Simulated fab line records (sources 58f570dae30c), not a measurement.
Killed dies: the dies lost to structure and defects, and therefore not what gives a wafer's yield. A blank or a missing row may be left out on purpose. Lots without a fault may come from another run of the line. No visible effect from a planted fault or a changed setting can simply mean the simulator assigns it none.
Shared-tool check ; flow berkeleyCmos170 ; 13 lots, 39 wafers sampled

## REASON FOR OPENING
UCB170_PWELL_TW_MEAS_17, reading PWELL_TW: flagged on 1 of 13 lots. Wafers without a fault read 378, standard deviation 3.6.
Rule: a lot gets a flag if all its wafers with a number sit over 4 standard deviations from that mean, or if no wafer of it has a number. As for the other lots, they are considered sound.

lot;measured;on;PWELL_TW, wafer by wafer;flag
L903;day 3 04:56;filmMetro-03;381 381 382;
L904;day 3 09:17;filmMetro-03;385 385 383;
L905;day 3 14:58;filmMetro-03;381 380 383;
L907;day 4 05:32;filmMetro-01;372 374 374;
L911;day 5 02:05;filmMetro-03;379 379 381;
L910;day 5 02:13;filmMetro-04;375 380 379;
L915;day 5 22:52;filmMetro-03;378 381 378;
L914;day 5 23:09;filmMetro-04;30 30 30;FLAGGED
L916;day 6 04:55;filmMetro-03;382 377 379;
L921;day 7 06:11;filmMetro-03;379 378 381;
L923;day 7 08:37;filmMetro-03;380 380 382;
L924;day 7 18:13;filmMetro-04;379 380 380;
L925;day 7 18:56;filmMetro-01;373 372 373;
The numbers of the flagged lots are 30 on average: -348 against the usual, or -97 standard deviations.

## EACH LOT AND THE TOOL IT RAN ON
The record keeps 1 process step preceding the reading, out of 331 steps on the route. Every cell lists first the tool, next ch and the chambers used by the sampled wafers, and last the start.
lot;flag;UCB170_PWELL_EXPOSE_10
L903;;krfScanner-01 ch 0, day 3 03:28
L904;;krfScanner-01 ch 0, day 3 08:31
L905;;krfScanner-02 ch 0, day 3 13:26
L907;;krfScanner-02 ch 0, day 4 04:38
L911;;krfScanner-01 ch 0, day 5 01:19
L910;;krfScanner-01 ch 0, day 5 01:28
L915;;krfScanner-02 ch 0, day 5 21:29
L914;FLAGGED;krfScanner-02 ch 0, day 5 21:37
L916;;krfScanner-02 ch 0, day 6 03:23
L921;;krfScanner-02 ch 0, day 7 04:44
L923;;krfScanner-02 ch 0, day 7 07:28
L924;;krfScanner-01 ch 0, day 7 17:09
L925;;krfScanner-02 ch 0, day 7 17:25
These steps, and what they do:
- UCB170_PWELL_EXPOSE_10: exposes mask PWELL, target cd 3000 nm.
- UCB170_PWELL_TW_MEAS_17

## FLAGGED AGAINST TOTAL, ONE TOOL AT A TIME (gauges that did the reading follow at the end)
step;tool;lots run;flagged;share of the flagged lots;sound lots run after its first flagged lot
UCB170_PWELL_EXPOSE_10;krfScanner-01;5;0;none;-
UCB170_PWELL_EXPOSE_10;krfScanner-02;8;1;all;4 (L916,L921,L923,L925)
UCB170_PWELL_TW_MEAS_17;filmMetro-01;2;0;none;-
UCB170_PWELL_TW_MEAS_17;filmMetro-03;8;0;none;-
UCB170_PWELL_TW_MEAS_17;filmMetro-04;3;1;all;1 (L924)

## THE TABLE: WHAT IT ALLOWS
2 rows of the table ran every flagged lot: krfScanner-02 at UCB170_PWELL_EXPOSE_10, filmMetro-04 at UCB170_PWELL_TW_MEAS_17.
- krfScanner-02 at UCB170_PWELL_EXPOSE_10 ran 8 lots, 1 of them flagged. After the first flagged lot (L916, L921, L923, L925), sound lots still ran on it; a lasting fault on the whole tool would not permit that.
- filmMetro-04 at UCB170_PWELL_TW_MEAS_17 ran 3 lots, 1 of them flagged. After the first flagged lot (L924), sound lots still ran on it; a lasting fault on the whole tool would not permit that.
There is no row in the table that ran each flagged lot and no sound lot after the first.

## WHAT WAS PUT IN BY THE SIMULATOR
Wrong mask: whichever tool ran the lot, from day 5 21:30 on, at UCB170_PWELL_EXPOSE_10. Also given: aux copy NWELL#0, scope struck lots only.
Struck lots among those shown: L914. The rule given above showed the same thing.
